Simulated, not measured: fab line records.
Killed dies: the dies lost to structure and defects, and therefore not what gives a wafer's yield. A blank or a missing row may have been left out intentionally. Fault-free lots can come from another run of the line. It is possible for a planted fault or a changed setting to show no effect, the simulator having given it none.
The tool behind it: which one?	flow rit-cmos	14 lots, 42 wafers sampled, at 2 steps of a route of 202

## WHAT EACH GAUGE READ, for each wafer
No reading from a measuring or inspecting step in the record can be judged against a usual standard deviation.

## WHAT TOOL EACH LOT RAN ON (gives the tool, then ch and the chambers of the sampled wafers, and finally the start)
lot	RIT_ACTIVE_ETCH_13	RIT_M1_PROBE_99
L256	rie-diel-03 ch 0,2,3, day 1 15:34	-
L257	rie-diel-02 ch 0,2,3, day 1 20:32	-
L260	rie-diel-03 ch 1,2, day 2 11:26	-
L261	rie-diel-04 ch 0,1,3, day 2 15:43	-
L262	rie-diel-03 ch 0,2,3, day 2 20:43	-
L263	rie-diel-03 ch 0,1,2, day 3 03:06	prober-01, day 5 02:40
L269	rie-diel-04 ch 1,2,3, day 4 08:36	prober-01, day 6 06:25
L270	rie-diel-02 ch 0,2,3, day 4 13:01	prober-02, day 6 10:36
L274	rie-diel-02 ch 1,2,3, day 5 11:19	prober-02, day 7 08:34
L275	rie-diel-02 ch 1,2,3, day 5 15:53	-
L276	rie-diel-04 ch 0,1,3, day 5 18:51	prober-02, day 7 15:02
L277	rie-diel-03 ch 0,1, day 6 00:37	-
L278	rie-diel-04 ch 2,3, day 6 05:59	prober-02, day 8 02:58
L279	rie-diel-03 ch 0,1, day 6 12:11	-
- RIT_ACTIVE_ETCH_13: etches Si3N4 in SF6, stops on SiO2, time 210 s, target depth 210 nm.
- RIT_M1_PROBE_99

## WHAT THE TOOLS THEMSELVES READ (means of the sampled wafers that have a number; where no wafer has one, the mark that the record gives instead)
RIT_ACTIVE_ETCH_13.
lot	tool	drypump-motor-current-A (A)	oes-product-au (a.u.)	run-length-s (s)	throttle-valve-pct (%)
L256	rie-diel-03	5.8	0.838	238.0	7.38
L257	rie-diel-02	5.9	0.828	238.3	7.52
L260	rie-diel-03	6.1	0.842	238.3	7.35
L261	rie-diel-04	6.1	0.818	238.4	7.52
L262	rie-diel-03	5.9	0.818	245.4	7.36
L263	rie-diel-03	5.8	0.824	245.8	7.37
L269	rie-diel-04	5.9	0.813	238.5	7.42
L270	rie-diel-02	5.9	0.820	238.0	7.52
L274	rie-diel-02	5.9	0.812	238.0	7.45
L275	rie-diel-02	5.8	0.804	238.2	7.45
L276	rie-diel-04	6.2	0.813	238.1	7.51
L277	rie-diel-03	5.4	0.843	238.8	7.41
L278	rie-diel-04	5.5	0.830	238.7	7.41
L279	rie-diel-03	5.4	0.836	238.7	7.40

RIT_M1_PROBE_99.
lot	tool	killed-at-contacts	killed-at-front-end	killed-dies	killed-open	killed-short
L263	prober-01	0.0	7	7	2.7	4.7
L269	prober-01	0.0	10	10	4.3	5.3
L270	prober-02	0.0	4	4	3.0	1.0
L274	prober-02	0.0	6	6	1.3	4.7
L276	prober-02	0.0	4	4	2.3	2.0
L278	prober-02	0.0	7	7	4.7	2.3

## THE ANSWER, worked out from the rows above alone
Rule: usual is defined by the lots themselves. The widest of any qualifying gaps counts: lots, ordered by their means at a reading, are off when they make up no more than a third of the lots, leave a main group of 4 or more, and stand apart from it by 3 or more times the standard deviation of that group's means. If all means in a main group match to the digits the tables above print for the reading, that group is not used. Also off: a lot with no number at a reading for which 4 or more lots have one. Any other lot the step has rows for is counted as sound. The gauges are gone through in route order, then the tools' own readings, and for those a lot's mean is taken as printed above. At the first step where some lot is off, the reading lying furthest off is the one used; lots without a number count as furthest.
Off: L262, L263 (RIT_ACTIVE_ETCH_13, run-length-s). For the main group the mean is 238.3 s and the standard deviation 0.28.
If a tool, at that step or one of the process steps before it, ran each lot that is off and ran no sound lot following the first of them, it fits. Not one of the candidates tried fits.

## WHAT HAD BEEN PUT IN BY THE SIMULATOR
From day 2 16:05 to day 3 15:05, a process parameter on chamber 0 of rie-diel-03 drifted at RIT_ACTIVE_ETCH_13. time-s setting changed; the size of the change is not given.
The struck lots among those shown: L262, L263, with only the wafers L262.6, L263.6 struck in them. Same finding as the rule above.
